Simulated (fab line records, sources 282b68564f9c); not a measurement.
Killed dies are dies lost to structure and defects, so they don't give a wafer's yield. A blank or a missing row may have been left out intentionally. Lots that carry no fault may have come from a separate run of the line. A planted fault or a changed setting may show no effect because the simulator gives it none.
Problem report in the 8D (eight disciplines) form, filled by code / flow rit-cmos / the parts of the form that need people (team, actions taken, sign-off) are left out

1. PROBLEM STATEMENT
Wafers without a fault read 3249.8 rpm, standard deviation 1.8; spin-speed-rpm at RIT_PSD_COAT_01 reads a mean of 3917.5 rpm on 6 wafers belonging to 2 lots. That is +99 or more standard deviations from the usual mean.
The step: resist thk 1000 nm.
The first sign was on wafer L829.2 at day 5 13:00, on litho-track-01. At this step, 27 wafers from 9 lots have a number in the record. The rule behind "out" and "out of limits": a value lying over 4 standard deviations away from the usual mean. The rest of the wafers with a number are treated as sound.

2. WHAT IT IS, AND WHAT IT ISN'T
question=which readings at this step | is=spin-speed-rpm | is not=-
question=which lots | is=L829, L830 | is not=L818, L819, L831, L835, L836, L839, L841
question=which wafers of those lots | is=all that have a number | is not=-
question=read on which tools | is=litho-track-01 | is not=litho-track-03, litho-track-04
question=when | is=from day 5 13:00 | is not=up to then (6 sound wafers); but 15 sound wafers of L831, L835, L836, L839, L841 came after

3. WHAT RULES OUT EACH SUSPECT
Counting: a tool stays on the suspect list if, at a process step up to the reading, it processed all lots that are out and no sound lot following the first of them.
- litho-track-01 at RIT_PSD_COAT_01 (resist thk 1000 nm): kept. It ran every lot that is out, first L829 (day 5 13:00), and no sound lot after that. Out on those wafers are its own readings of spin-speed-rpm.
After counting, what remains is litho-track-01 at RIT_PSD_COAT_01.

4. THE CAUSE (what the simulator had put in)
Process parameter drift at RIT_PSD_COAT_01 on litho-track-01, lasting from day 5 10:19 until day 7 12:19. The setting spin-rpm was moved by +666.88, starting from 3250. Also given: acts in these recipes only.
This tool alone remained once counting was done.

5. THE CHAIN OF EFFECTS, in route order
Each row: a reading where the mean over the struck wafers with a number is more than 3 standard deviations away from the usual. Only readings for which the record gives a usual standard deviation are gone through. hours: the time from each lot's start at the first step in this table that gives one to its start at this step, as a median over the lots. sigmas: the change in usual standard deviations.
hours=0; step=RIT_PSD_COAT_01; reading=spin-speed-rpm; usual=3249.8 rpm; on struck wafers=3917.5; change=+667.7; sigmas=+99 or more
Process steps it contains:
- RIT_PSD_COAT_01: resist thk 1000 nm.

6. HOW IT WOULD HAVE BEEN CAUGHT EARLIER
First out-of-limits reading in this record: day 5 13:00, which is 3 hours after fault onset at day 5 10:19.
